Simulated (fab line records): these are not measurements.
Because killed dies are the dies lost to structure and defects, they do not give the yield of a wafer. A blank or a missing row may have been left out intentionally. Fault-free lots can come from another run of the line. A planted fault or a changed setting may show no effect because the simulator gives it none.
Chamber matching / flow berkeley_cmos170 / UCB170_ZERO_ETCH_06 on rie_diel-02 has 4 sister chambers
The step etches SiO2 in CHF3/CF4/Ar, time 12 s. 14 wafers are shown with their chamber, then 7 later ones without.

EACH WAFER AND ITS CHAMBER
wafer=L424.2; chamber=3; drypump_motor_current_A (A)=5.8; throttle_valve_pct (%)=9.21; oes_product_au (a.u.)=0.629
wafer=L424.5; chamber=2; drypump_motor_current_A (A)=4.7; throttle_valve_pct (%)=9.09; oes_product_au (a.u.)=0.630
wafer=L424.6; chamber=3; drypump_motor_current_A (A)=5.8; throttle_valve_pct (%)=9.20; oes_product_au (a.u.)=0.632
wafer=L426.2; chamber=0; drypump_motor_current_A (A)=6.3; throttle_valve_pct (%)=9.25; oes_product_au (a.u.)=0.621
wafer=L426.4; chamber=2; drypump_motor_current_A (A)=4.7; throttle_valve_pct (%)=9.08; oes_product_au (a.u.)=0.631
wafer=L426.6; chamber=1; drypump_motor_current_A (A)=5.7; throttle_valve_pct (%)=9.40; oes_product_au (a.u.)=0.621
wafer=L431.4; chamber=2; drypump_motor_current_A (A)=4.7; throttle_valve_pct (%)=9.09; oes_product_au (a.u.)=0.631
wafer=L431.5; chamber=3; drypump_motor_current_A (A)=5.8; throttle_valve_pct (%)=9.20; oes_product_au (a.u.)=0.638
wafer=L431.6; chamber=0; drypump_motor_current_A (A)=6.3; throttle_valve_pct (%)=9.26; oes_product_au (a.u.)=0.622
wafer=L432.2; chamber=2; drypump_motor_current_A (A)=4.7; throttle_valve_pct (%)=9.08; oes_product_au (a.u.)=0.630
wafer=L432.5; chamber=0; drypump_motor_current_A (A)=6.3; throttle_valve_pct (%)=9.24; oes_product_au (a.u.)=0.616
wafer=L432.6; chamber=3; drypump_motor_current_A (A)=5.9; throttle_valve_pct (%)=9.18; oes_product_au (a.u.)=0.636
wafer=L437.1; chamber=2; drypump_motor_current_A (A)=4.7; throttle_valve_pct (%)=9.08; oes_product_au (a.u.)=0.633
wafer=L437.3; chamber=3; drypump_motor_current_A (A)=5.9; throttle_valve_pct (%)=9.20; oes_product_au (a.u.)=0.638

SIGNATURES (means of the wafers above)
reading=drypump_motor_current_A; chamber 0=6.300; chamber 1=5.700; chamber 2=4.700; chamber 3=5.840; scatter within a chamber=0.0346
reading=throttle_valve_pct; chamber 0=9.2500; chamber 1=9.4000; chamber 2=9.0840; chamber 3=9.1980; scatter within a chamber=0.00894
reading=oes_product_au; chamber 0=0.61967; chamber 1=0.62100; chamber 2=0.63100; chamber 3=0.63460; scatter within a chamber=0.003
Rule: for each reading, subtract the chamber's mean from the wafer's reading, divide by that reading's scatter and square the result; add these up over the readings and take the root, which gives the wafer's distance from the chamber. The wafer belongs to the nearest chamber; if the next one is less than 2 further off, it can't be placed. The scatter is the square root of a quotient: the sum, over the shown wafers, of each reading's squared deviation from its chamber's mean, divided by wafers minus chambers.

WAFERS WITH NO CHAMBER GIVEN
wafer=L437.6; drypump_motor_current_A (A)=4.7; throttle_valve_pct (%)=9.08; oes_product_au (a.u.)=0.626
wafer=L440.1; drypump_motor_current_A (A)=6.3; throttle_valve_pct (%)=9.24; oes_product_au (a.u.)=0.622
wafer=L440.3; drypump_motor_current_A (A)=5.8; throttle_valve_pct (%)=9.19; oes_product_au (a.u.)=0.643
wafer=L440.6; drypump_motor_current_A (A)=5.8; throttle_valve_pct (%)=9.20; oes_product_au (a.u.)=0.634
wafer=L441.1; drypump_motor_current_A (A)=6.3; throttle_valve_pct (%)=9.23; oes_product_au (a.u.)=0.624
wafer=L441.3; drypump_motor_current_A (A)=5.8; throttle_valve_pct (%)=9.19; oes_product_au (a.u.)=0.643
wafer=L441.4; drypump_motor_current_A (A)=5.7; throttle_valve_pct (%)=9.41; oes_product_au (a.u.)=0.621

EACH ONE'S CHAMBER
wafer=L437.6; from the rows above=2; in truth=2
wafer=L440.1; from the rows above=0; in truth=0
wafer=L440.3; from the rows above=3; in truth=3
wafer=L440.6; from the rows above=3; in truth=3
wafer=L441.1; from the rows above=0; in truth=0
wafer=L441.3; from the rows above=3; in truth=3
wafer=L441.4; from the rows above=1; in truth=1
7 of 7 placed correctly. Left unplaced by these rows: 0. Number placed wrongly: 0.
